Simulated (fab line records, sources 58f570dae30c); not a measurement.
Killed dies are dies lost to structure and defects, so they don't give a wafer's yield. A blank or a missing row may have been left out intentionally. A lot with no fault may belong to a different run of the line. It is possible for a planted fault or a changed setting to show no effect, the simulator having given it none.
Chamber matching || flow berkeley cmos170 || wet bench-02 running UCB170_FIELD_WET_ETCH_05: 3 sister chambers
The step etches Si3N4 in H3PO4, time 12600 s. 3 wafers are shown with their chamber, then 9 later ones without.

## EACH WAFER AND ITS CHAMBER
{"wafer": "L684.5", "chamber": 1, "bath heat duty pct (%)": 22.8}
{"wafer": "L692.5", "chamber": 3, "bath heat duty pct (%)": 25.6}
{"wafer": "L693.5", "chamber": 2, "bath heat duty pct (%)": 27.1}

## WAFERS WHOSE CHAMBER IS MISSING
{"wafer": "L705.1", "bath heat duty pct (%)": 20.8}
{"wafer": "L705.2", "bath heat duty pct (%)": 23.0}
{"wafer": "L705.5", "bath heat duty pct (%)": 21.8}
{"wafer": "L706.1", "bath heat duty pct (%)": 24.4}
{"wafer": "L706.4", "bath heat duty pct (%)": 26.7}
{"wafer": "L706.5", "bath heat duty pct (%)": 24.0}
{"wafer": "L707.2", "bath heat duty pct (%)": 27.6}
{"wafer": "L707.3", "bath heat duty pct (%)": 25.8}
{"wafer": "L707.6", "bath heat duty pct (%)": 25.4}

## WHICH CHAMBER EACH ONE RAN IN
{"wafer": "L705.1", "from the rows above": 1, "in truth": 1}
{"wafer": "L705.2", "from the rows above": 1, "in truth": 1}
{"wafer": "L705.5", "from the rows above": 1, "in truth": 1}
{"wafer": "L706.1", "from the rows above": "can't be placed: 3 or 1 or 2", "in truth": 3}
{"wafer": "L706.4", "from the rows above": "can't be placed: 2 or 3", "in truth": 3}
{"wafer": "L706.5", "from the rows above": "can't be placed: 1 or 3 or 2", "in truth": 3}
{"wafer": "L707.2", "from the rows above": "can't be placed: 2 or 3", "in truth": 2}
{"wafer": "L707.3", "from the rows above": "can't be placed: 3 or 2", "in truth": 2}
{"wafer": "L707.6", "from the rows above": "can't be placed: 3 or 2", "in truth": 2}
3 of 9 placed correctly. These rows do not allow placing 6 (true chamber among the candidates in 6). 0 placed wrongly.
How it was worked out, from the rows above alone: a wafer's distance from a chamber is the root of the sum, over the readings, of the square of ((its reading less the chamber's mean) divided by the reading's scatter). If the next closest chamber is less than 2 further off than the closest, the wafer can't be placed; otherwise it belongs to the closest. A chamber's mean is the mean of its shown wafers. The scatter: root of mean squared gap, hidden wafer to nearest shown wafer, with one shown wafer a chamber.
